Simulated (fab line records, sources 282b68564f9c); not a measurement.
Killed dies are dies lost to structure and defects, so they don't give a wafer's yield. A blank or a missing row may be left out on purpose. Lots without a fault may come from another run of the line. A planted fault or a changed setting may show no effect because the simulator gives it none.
Split-lot experiment | flow rit_cmos | 5 lots, 23 wafers read, on a route of 202 steps

THE SPLIT
At RIT_ACTIVE_DEVELOP_10 (develop time 50 s), the setting develop_time_s was moved away from the recipe's 50 s on 9 of the 23 wafers read, by -13.9% to +8.7%. The other wafers ran this setting at the recipe's value.

FROM THE SPLIT TO THE READING: what the file shows between them, 3 steps
- RIT_ACTIVE_CD_MEAS_11: target cd 1400 nm
- RIT_ACTIVE_ETCH_13: etches Si3N4 in SF6, stops on SiO2, time 210 s, target depth 210 nm (also split here: pressure_mtorr)
- RIT_ACTIVE_STRIP_14: strips in O2, time 180 s

THE READING
cd_nm, in nm, at RIT_ACTIVE_CD_MEAS_90 (target cd 1400 nm). Fault-free wafers of this fab line usually give 1398.8 nm, standard deviation 2.1 nm.

wafer  | tool, chamber at the split | develop_time_s as run, s | against the recipe | cd_nm, nm | against lot-mates on the recipe
L076.1 | litho_track-03, 0          | 50                       | recipe             | 1397.0    | -
L076.2 | litho_track-03, 0          | 43.07                    | -13.9%             | 1414.7    | +16.2
L076.3 | litho_track-03, 0          | 43.07                    | -13.9%             | 1412.5    | +14.0
L076.4 | litho_track-03, 0          | 50                       | recipe             | 1400.0    | -
L076.5 | litho_track-03, 0          | 43.07                    | -13.9%             | 1415.0    | +16.5
L078.1 | litho_track-03, 0          | 50                       | recipe             | 1398.0    | -
L078.2 | litho_track-03, 0          | 47.1                     | -5.8%              | 1403.3    | +5.2
L078.4 | litho_track-03, 0          | 47.1                     | -5.8%              | 1405.7    | +7.6
L078.5 | litho_track-03, 0          | 50                       | recipe             | 1398.2    | -
L078.6 | litho_track-03, 0          | 47.1                     | -5.8%              | 1405.8    | +7.7
L080.1 | litho_track-03, 0          | 50                       | recipe             | 1396.7    | -
L080.2 | litho_track-03, 0          | 50                       | recipe             | 1397.9    | -
L080.3 | litho_track-03, 0          | 50                       | recipe             | 1398.0    | -
L080.4 | litho_track-03, 0          | 50                       | recipe             | 1396.5    | -
L080.6 | litho_track-03, 0          | 50                       | recipe             | 1400.7    | -
L081.2 | litho_track-01, 0          | 50                       | recipe             | 1399.8    | -
L081.3 | litho_track-01, 0          | 50                       | recipe             | 1399.4    | -
L081.6 | litho_track-01, 0          | 50                       | recipe             | 1398.8    | -
L083.1 | litho_track-04, 0          | 50                       | recipe             | 1396.8    | -
L083.2 | litho_track-04, 0          | 50                       | recipe             | 1395.4    | -
L083.3 | litho_track-04, 0          | 54.33                    | +8.7%              | 1387.8    | -8.3
L083.4 | litho_track-04, 0          | 54.33                    | +8.7%              | 1385.9    | -10.2
L083.6 | litho_track-04, 0          | 54.33                    | +8.7%              | 1386.1    | -10.0

THE FIT
A straight line over all 23 wafers: cd_nm changes by -1.21 nm for each +1% of develop_time_s; r = -0.98; the points scatter about the line by 1.4 nm.
The same after taking each lot's own level away (the mean of its wafers on the recipe; 23 wafers): -1.12 nm for each +1%; r = -0.99; scatter 1.1 nm.
On that fit, the largest move of develop_time_s shifts the reading by 16 nm.
The lots' own levels span 1396.10 to 1399.33 nm, that is 1.5 times the standard deviation above.
So the lot-to-lot level changes the slope little: the two slopes agree.
Check: with one of the wafers moved furthest among these (-13.9%) left out of the fit, the line predicts +15.4 nm for it against its lot-mates. It came out at +16.2 nm against them.

OTHER SPLITS ON THESE WAFERS
These wafers also went through other splits before the reading. Each is held against what the fit with the lots' levels taken away leaves over:
other split on the same wafers    | wafers away from the commonest value | r with cd_nm (lot level and that fit taken away)
RIT_ACTIVE_CVD_03 time_s          | 10                                   | +0.05
RIT_ACTIVE_ETCH_13 pressure_mtorr | 15                                   | -0.02

THE WHOLE CHAIN: every reading that the file lists as answering this split, in the file's order
step                  | what it does                                                        | reading                                                       | change (the file's fit)              | r (the file's)
RIT_ACTIVE_CD_MEAS_11 | target cd 1400 nm                                                   | cd_nm                                                         | -1.12 nm for each +1% of the setting | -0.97
RIT_ACTIVE_ETCH_13    | etches Si3N4 in SF6, stops on SiO2, time 210 s, target depth 210 nm | ACTIVE.cd_nm (the simulator's own value, which no gauge read) | -1.14 nm for each +1% of the setting | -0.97
RIT_ACTIVE_CD_MEAS_90 | target cd 1400 nm                                                   | cd_nm                                                         | -1.12 nm for each +1% of the setting | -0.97

THE FILE'S OWN FIT
cd_nm changes by -1.12 nm for each +1% of develop_time_s, r = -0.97.
